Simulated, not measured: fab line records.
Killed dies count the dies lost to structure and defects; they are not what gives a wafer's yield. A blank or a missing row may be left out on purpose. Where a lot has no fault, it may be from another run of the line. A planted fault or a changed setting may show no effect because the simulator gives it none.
Comparing a struck lot with a sound one ; flow berkeleyCmos170 ; 43 out of 331 route steps
Sound: these wafers, L776.1, L776.4, L776.6. The struck wafers were L795.1, L795.2, L795.4. The cause comes at the end.
At each step with rows: each side's tool, then ch and its chambers, then its first start. Under that, the readings that differ: sound wafers ; struck wafers ; difference of the means ; sigmas: that difference in standard deviations of wafers without a fault.
alike: readings whose means differ by less than 2 such deviations, and words and numbers that are the same on both sides. not compared: withheld readings, readings that some wafer has no value for, bounds like >300 that may hide the same value, and numbers for which the record gives no deviation and whose values overlap.
The two part at a step that has a row with sigmas, a row that says differs or no value, or rows on one side only. Non-overlapping numbers with no deviation appear without sigmas and do not part them. A reading that every wafer of one side lacks parts them only if that side has two wafers or more.

first, 1 step without rows for these wafers: UCB170_PLDD_IMPLANT_09.
UCB170_PLDD_STRIP_10: strips in O2.
  sound on plasmaAsher-01 ch 0, day 7 17:27; struck on plasmaAsher-04 ch 0,1, day 12 06:56
  alike: drypumpMotorCurrentA, oesProductAu, stripTimeToEndpointS
  not compared: rfHoursCounterH
UCB170_PLDD_TW_MEAS_11:
  struck on filmMetro-01, day 12 07:02; sound on filmMetro-02, day 7 17:35
  alike: PLDD_TW
then, 7 steps without rows for these wafers: UCB170_PLDD_CLEAN_12 (cleans in SPM, time 600 s); UCB170_NLDD_HMDS_00 (prime time 60 s); UCB170_NLDD_COAT_01 (resist thk 900 nm); UCB170_NLDD_SOFTBAKE_02 (time 60 s); UCB170_NLDD_EXPOSE_03 (exposes mask NSELECT, target cd 1200 nm); UCB170_NLDD_PEB_04; UCB170_NLDD_DEVELOP_05 (develop time 45 s).
UCB170_NLDD_CD_MEAS_06 targets a cd of 1200 nm.
  struck on cdSem-01, day 12 09:12; sound on cdSem-01, day 7 18:56
  alike: cdNm
UCB170_NLDD_OVL_MEAS_07:
  struck on overlay-02, day 12 09:19; sound on overlay-02, day 7 19:03
  alike: NLDD_OVL
UCB170_NLDD_IMPLANT_08:
  sound on implanter-02 ch 0, day 7 19:05; struck on implanter-02 ch 0, day 12 09:21
reading;sound;struck;difference;sigmas
beamEnergyKeV;30.004 30.011 30.002;40.492 40.494 40.496;+10.488;+99 or more
model.implant.rpNm (nm);21.71 21.71 21.71;26.63 26.63 26.63;+4.92;
model.implant.drpNm (nm);9.611 9.611 9.611;12.03 12.03 12.03;+2.42;
  alike: beamOnS
next, for these wafers, 1 step has no rows: UCB170_NLDD_IMPLANT_09.
UCB170_NLDD_STRIP_10: strips in O2.
  sound on plasmaAsher-02 ch 0,1, day 7 19:23; struck on plasmaAsher-04 ch 0,1, day 12 09:39
  alike: drypumpMotorCurrentA, oesProductAu, stripTimeToEndpointS
  not compared: rfHoursCounterH
UCB170_NLDD_TW_MEAS_11:
  struck on filmMetro-02, day 12 09:59; sound on filmMetro-03, day 7 19:29
reading;sound;struck;difference;sigmas
NLDD_TW;2181 2176 2182;2348 2350 2361;+173;+7
  not compared: hold
UCB170_SPACER_CVD_00: deposits SiO2 from TEOS/O2, target thk 376 nm, time 47 s.
  sound on pecvd-01 ch 0,2, day 7 19:43; struck on pecvd-04 ch 0,2, day 12 12:56
  alike: heaterPowerW
UCB170_SPACER_THK_MEAS_01:
  struck on filmMetro-04, day 12 12:59; sound on filmMetro-01, day 7 19:46
reading;sound;struck;difference;sigmas
SPACER_TEOS_THK (nm);380 385 388;368 370 374;-14;-3
then, 1 step without rows for these wafers: UCB170_SPACER_ANNEAL_02 (time 1800 s).
UCB170_SPACER_ETCHBACK_03: etches SiO2 in CHF3/CF4/Ar, stops on Si, target depth 376 nm, time 100 s.
  sound on rieDiel-04 ch 2, day 8 01:08; struck on rieDiel-03 ch 0,2,3, day 12 15:08
  alike: drypumpMotorCurrentA, oesProductAu, throttleValvePct
  not compared: rfHoursCounterH
then, 6 steps without rows for these wafers: UCB170_PSD_HMDS_00 (prime time 60 s); UCB170_PSD_COAT_01 (resist thk 900 nm); UCB170_PSD_SOFTBAKE_02 (time 60 s); UCB170_PSD_EXPOSE_03 (exposes mask PSELECT MOD, target cd 1200 nm); UCB170_PSD_PEB_04; UCB170_PSD_DEVELOP_05 (develop time 45 s).
UCB170_PSD_CD_MEAS_06 targets a cd of 1200 nm.
  struck on cdSem-02, day 12 16:13; sound on cdSem-02, day 8 02:30
  alike: cdNm
UCB170_PSD_OVL_MEAS_07:
  struck on overlay-02, day 12 16:20; sound on overlay-01, day 8 02:37
  alike: PSD_OVL
next, for these wafers, 1 step has no rows: UCB170_PSD_IMPLANT_08.
UCB170_PSD_STRIP_09: strips in O2.
  sound on plasmaAsher-04 ch 0,1, day 8 02:49; struck on plasmaAsher-02 ch 0,1, day 12 16:31
  alike: drypumpMotorCurrentA, oesProductAu, stripTimeToEndpointS
  not compared: rfHoursCounterH
UCB170_PSD_TW_MEAS_10:
  struck on filmMetro-03, day 12 16:42; sound on filmMetro-01, day 8 02:55
  alike: PSD_TW
then, 7 steps without rows for these wafers: UCB170_PSD_CLEAN_11 (cleans in SPM, time 600 s); UCB170_NSD_HMDS_00 (prime time 60 s); UCB170_NSD_COAT_01 (resist thk 900 nm); UCB170_NSD_SOFTBAKE_02 (time 60 s); UCB170_NSD_EXPOSE_03 (exposes mask NSELECT MOD, target cd 1200 nm); UCB170_NSD_PEB_04; UCB170_NSD_DEVELOP_05 (develop time 45 s).
UCB170_NSD_CD_MEAS_06 targets a cd of 1200 nm.
  struck on cdSem-01, day 12 20:19; sound on cdSem-01, day 8 04:57
reading;sound;struck;difference;sigmas
cdNm (nm);1201.2 1199.7 1201.4;1197.5 1197.0 1198.7;-3.0;-2
UCB170_NSD_OVL_MEAS_07:
  struck on overlay-02, day 12 20:26; sound on overlay-02, day 8 05:04
  alike: NSD_OVL
next, for these wafers, 1 step has no rows: UCB170_NSD_IMPLANT_08.
UCB170_SDANNEAL_RS_MEAS_05: uses a four-point probe to measure.
  struck on filmMetro-03, day 12 23:21; sound on filmMetro-02, day 8 07:02
reading;sound;struck;difference;sigmas
NLDD_RS (ohm/sq);617.2 618.9 617.6;579.2 578.2 578.1;-39.4;-28
  not compared: hold
UCB170_M3_PROBE_99:
  only the struck wafers here have rows in the record (prober-01, day 13 23:05); the sound ones have none

== WHERE THEY PART ==
At UCB170_NLDD_IMPLANT_08 first; at UCB170_M3_PROBE_99 last (within this record only).

WHY: the cause the simulator had injected
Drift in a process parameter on implanter-02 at UCB170_NLDD_IMPLANT_08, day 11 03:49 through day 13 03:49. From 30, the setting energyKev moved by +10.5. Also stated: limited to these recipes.
